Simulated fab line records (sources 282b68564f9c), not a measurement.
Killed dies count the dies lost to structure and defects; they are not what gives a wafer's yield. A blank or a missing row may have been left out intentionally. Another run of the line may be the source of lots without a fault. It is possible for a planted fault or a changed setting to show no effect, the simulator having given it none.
Comparing a struck lot with a sound one / flow rit_cmos / 15 out of 202 route steps
Sound: these wafers, L121.1, L121.4, L121.5. Struck: wafer L130.4. (L130.3, L130.6 of the same lot were not struck and are left out.) The cause comes at the end.
At each step with rows: each side's tool, then ch and its chambers, then its first start. Under that, the readings that differ: sound wafers / struck wafers / difference of the means / sigmas: that difference in standard deviations of wafers without a fault.
alike: same words and numbers on both sides, and readings whose means sit less than 2 such deviations apart. not compared: any withheld reading, any reading some wafer has no value for, any bound like >300 that may hide the same value, and any number with overlapping values for which the record gives no deviation.
Wherever a step has rows on one side only, a row that says differs or no value, or a row with sigmas, the two part there. Numbers that don't overlap but have no deviation are shown without sigmas and don't part them. Lack of a reading on every wafer of one side parts them only where that side has two or more wafers.

RIT_M1_SPUTTER_00: material Al, target thk 400 nm, time 500 s.
  sound on pvd_sputter-04 at day 3 17:34; struck on pvd_sputter-03 at day 5 20:15
reading=throttle_valve_pct (%); sound=31.9 30.7 30.9; struck=29.0; difference=-2.2; sigmas=-2
RIT_M1_RS_MEAS_01: measurement is done with a four-point probe.
  sound on film_metro-02 at day 3 17:52; struck on film_metro-04 at day 5 20:35
  alike: M1_AL_RS
RIT_M1_THK_MEAS_02: measures by xrf.
  sound on film_metro-02 at day 3 17:59; struck on film_metro-04 at day 5 20:41
  alike: M1_AL_THK
then, 6 steps without rows for these wafers: RIT_M1_HMDS_03 (prime time 60 s); RIT_M1_COAT_04 (resist thk 1300 nm); RIT_M1_SOFTBAKE_05 (time 60 s); RIT_M1_EXPOSE_06 (exposes mask M12, target cd 2600 nm); RIT_M1_PEB_07; RIT_M1_DEVELOP_08 (develop time 68 s).
RIT_M1_CD_MEAS_09: target cd 2600 nm.
  sound on cd_sem-02 at day 3 18:56; struck on cd_sem-02 at day 5 21:38
  alike: cd_nm
RIT_M1_OVL_MEAS_10:
  sound on overlay-02 at day 3 19:03; struck on overlay-02 at day 5 21:44
  alike: M1_OVL
then, 1 step without rows for these wafers: RIT_M1_HARDBAKE_11 (time 120 s).
RIT_M1_METAL_ETCH_12: etches Al in Cl2/BCl3, stops on SiO2, time 165 s, target depth 600 nm.
  sound on rie_metal-03 ch 0, day 3 19:20; struck on rie_metal-03 ch 1, day 5 22:04
reading=model.NOVOLAK_of_M1_COAT_04.thk_nm (nm); sound=810.9 807.9 813.6; struck=878.1; difference=+67.3; sigmas=
  alike: chamber_pressure_mTorr, drypump_motor_current_A, oes_product_au, throttle_valve_pct
  not compared: rf_hours_counter_h, model.M1.feature_depth_nm
then, 1 step without rows for these wafers: RIT_M1_STRIP_13 (strips in nmp, time 600 s).
RIT_M1_PROBE_99:
  sound on prober-01 at day 3 21:35; struck on prober-01 at day 6 00:25
reading=defect_limited_yield (%); sound=96.2 97.3 94.7; struck=98.1; difference=+2.0; sigmas=+2
reading=model.etest.m1_comb_over_steps.leak_log10_a_um; sound=-12.9 -12.9 -12.94; struck=-10.14; difference=+2.77; sigmas=
reading=model.etest.antenna_m1.vt_shift_v (V); sound=-0.01392 -0.006565 -0.008868; struck=-0.003321; difference=+0.006463; sigmas=
  alike: killed_at_front_end, killed_dies, killed_open, killed_short

WHERE THEY PART
Earliest at RIT_M1_SPUTTER_00; latest, in this record, at RIT_M1_PROBE_99.

WHY: what had been put in by the simulator
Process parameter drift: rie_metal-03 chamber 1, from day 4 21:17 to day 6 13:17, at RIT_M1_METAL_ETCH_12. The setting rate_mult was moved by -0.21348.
